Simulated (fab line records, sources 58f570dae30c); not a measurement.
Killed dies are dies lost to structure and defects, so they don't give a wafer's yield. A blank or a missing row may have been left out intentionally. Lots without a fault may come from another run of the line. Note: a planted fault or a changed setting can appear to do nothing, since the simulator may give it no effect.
Which of the tools did it?	flow berkeley cmos170	14 lots, 42 wafers sampled, at 5 steps of a route of 331

## WHAT THE GAUGES SHOWED, per wafer
UCB170_PLDD_OVL_MEAS_07.
lot	measured	on	PLDD_OVL (nm)
L949	day 7 05:24	overlay-01	-5 -18 -3
L950	day 8 11:16	overlay-02	-14 -14 -7
L952	day 8 11:46	overlay-01	-7 -9 -5
L951	day 8 12:01	overlay-01	1 -6 -7
L955	day 8 21:04	overlay-01	-5 -10 -7
L957	day 9 11:07	overlay-02	-8 -8 0
L956	day 9 11:14	overlay-01	-6 -3 -7
L958	day 9 21:31	overlay-01	12 -2 11
L959	day 9 21:46	overlay-01	5 3 0
L963	day 10 22:16	overlay-02	-4 6 2
L962	day 10 22:25	overlay-01	0 -2 -1
L966	day 11 05:55	overlay-01	12 4 7
L965	day 11 06:22	overlay-01	-13 -7 -6
L971	day 13 00:29	overlay-02	1 10 1

UCB170_PSD_OVL_MEAS_07.
lot	measured	on	PSD_OVL (nm)
L949	day 7 19:44	overlay-02	-4 -7 -3
L950	day 8 20:56	overlay-02	0 -6 -6
L952	day 8 20:35	overlay-01	6 5 -1
L951	day 8 20:49	overlay-01	-8 4 -10
L955	day 9 07:00	overlay-02	8 1 4
L957	day 9 21:25	overlay-02	0 7 2
L956	day 9 21:41	overlay-02	6 -2 -4
L958	day 10 08:27	overlay-02	-6 3 -10
L959	day 10 08:44	overlay-01	-4 -11 -8
L963	day 11 10:01	overlay-02	-5 -9 -6
L962	day 11 10:04	overlay-01	-3 6 8
L966	day 11 16:31	overlay-01	-10 3 -3
L965	day 11 16:44	overlay-02	1 2 -4
L971	day 13 12:14	overlay-02	4 -6 -2

## WHAT TOOL EACH LOT RAN ON (gives the tool, then ch and the chambers of the sampled wafers, and finally the start)
lot	UCB170_PLDD_COAT_01	UCB170_PLDD_STRIP_10	UCB170_NLDD_STRIP_10
L949	litho track-01 ch 0, day 7 04:37	plasma asher-01 ch 0,1, day 7 05:44	plasma asher-02 ch 0,1, day 7 07:29
L950	litho track-04 ch 0, day 8 10:04	plasma asher-03 ch 0,1, day 8 11:35	plasma asher-04 ch 0,1, day 8 13:13
L952	litho track-04 ch 0, day 8 10:29	plasma asher-04 ch 0,1, day 8 12:07	plasma asher-02 ch 0, day 8 13:44
L951	litho track-04 ch 0, day 8 10:58	plasma asher-01 ch 1, day 8 12:21	plasma asher-02 ch 0,1, day 8 14:28
L955	litho track-01 ch 0, day 8 20:04	plasma asher-04 ch 0,1, day 8 21:26	plasma asher-02 ch 0,1, day 8 23:29
L957	litho track-01 ch 0, day 9 09:52	plasma asher-01 ch 0,1, day 9 11:26	plasma asher-04 ch 0,1, day 9 14:17
L956	litho track-04 ch 0, day 9 10:13	plasma asher-03 ch 0,1, day 9 11:36	plasma asher-02 ch 0,1, day 9 14:34
L958	litho track-04 ch 0, day 9 20:29	plasma asher-01 ch 0,1, day 9 21:52	plasma asher-04 ch 0,1, day 9 23:49
L959	litho track-01 ch 0, day 9 20:55	plasma asher-04 ch 0,1, day 9 22:06	plasma asher-01 ch 0,1, day 10 00:25
L963	litho track-04 ch 0, day 10 21:23	plasma asher-03 ch 0,1, day 10 22:38	plasma asher-04 ch 0,1, day 11 00:16
L962	litho track-01 ch 0, day 10 21:26	plasma asher-01 ch 0,1, day 10 22:44	plasma asher-01 ch 0,1, day 11 00:38
L966	litho track-01 ch 0, day 11 04:49	plasma asher-04 ch 0,1, day 11 06:16	plasma asher-01 ch 0,1, day 11 08:03
L965	litho track-03 ch 0, day 11 05:08	plasma asher-01 ch 0,1, day 11 06:43	plasma asher-02 ch 0,1, day 11 08:41
L971	litho track-03 ch 0, day 12 23:16	plasma asher-04 ch 0,1, day 13 00:49	plasma asher-02 ch 0,1, day 13 02:38
- UCB170_PLDD_COAT_01: resist thk 900 nm.
- UCB170_PLDD_STRIP_10: strips in O2.
- UCB170_NLDD_STRIP_10: strips in O2.

## AS READ BY THE TOOLS THEMSELVES (means over the sampled wafers that have a number; for cases with no such wafer, the mark the record gives instead)
UCB170_PLDD_STRIP_10.
lot	tool	drypump motor current A (A)	oes product au (a.u.)	strip time to endpoint s (s)
L949	plasma asher-01	6.26	0.736	21.63
L950	plasma asher-03	6.10	0.737	21.65
L952	plasma asher-04	6.26	0.734	21.63
L951	plasma asher-01	6.23	0.734	21.56
L955	plasma asher-04	6.24	0.734	21.58
L957	plasma asher-01	6.27	0.734	21.68
L956	plasma asher-03	6.33	0.731	21.65
L958	plasma asher-01	6.26	0.736	21.58
L959	plasma asher-04	6.15	0.735	21.65
L963	plasma asher-03	6.32	0.732	21.65
L962	plasma asher-01	6.26	0.731	21.95
L966	plasma asher-04	6.26	0.732	21.92
L965	plasma asher-01	6.26	0.739	21.57
L971	plasma asher-04	6.16	0.735	21.58

UCB170_NLDD_STRIP_10.
lot	tool	drypump motor current A (A)	oes product au (a.u.)	strip time to endpoint s (s)
L949	plasma asher-02	5.88	0.737	21.54
L950	plasma asher-04	6.15	0.740	21.64
L952	plasma asher-02	6.20	0.733	21.51
L951	plasma asher-02	5.88	0.732	21.58
L955	plasma asher-02	6.05	0.733	21.56
L957	plasma asher-04	6.15	0.729	21.67
L956	plasma asher-02	5.87	0.731	21.59
L958	plasma asher-04	6.25	0.737	21.58
L959	plasma asher-01	6.25	0.727	21.58
L963	plasma asher-04	6.24	0.732	21.57
L962	plasma asher-01	6.27	0.736	21.68
L966	plasma asher-01	6.27	0.730	21.64
L965	plasma asher-02	5.87	0.736	21.54
L971	plasma asher-02	5.87	0.738	21.64

## THE ANSWER, worked out from the rows above alone
Rule: usual is defined by the lots themselves. The widest of any qualifying gaps counts: lots, ordered by their means at a reading, are off when they make up no more than a third of the lots, leave a main group of 4 or more, and stand apart from it by 3 or more times the standard deviation of that group's means. A main group is skipped when, at the precision printed for the reading in the tables above, its means are all equal. A lot without any number at a reading at which 4 lots or more have one is off too. Any other lot the step has rows for is counted as sound. The gauges are gone through in route order, then the tools' own readings, and for those a lot's mean is taken as printed above. At the first step where some lot is off, the reading lying furthest off is the one used; lots without a number count as furthest.
Off, at UCB170_PLDD_STRIP_10 on strip time to endpoint s: L962, L966. For the main group the mean is 21.62 s and the standard deviation 0.039.
If a tool, at that step or one of the process steps before it, ran each lot that is off and ran no sound lot following the first of them, it fits. One fits: litho track-01 at UCB170_PLDD_COAT_01. Its last sound lot is L959 (day 9 20:55), its first lot that is off L962 (day 10 21:26): a fault that began between those two fits.

## WHAT THE SIMULATOR PUT IN
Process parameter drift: litho track-01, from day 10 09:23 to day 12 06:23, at UCB170_PLDD_COAT_01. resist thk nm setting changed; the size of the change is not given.
Shown lots that were struck: L962, L966. The rule above found the same.
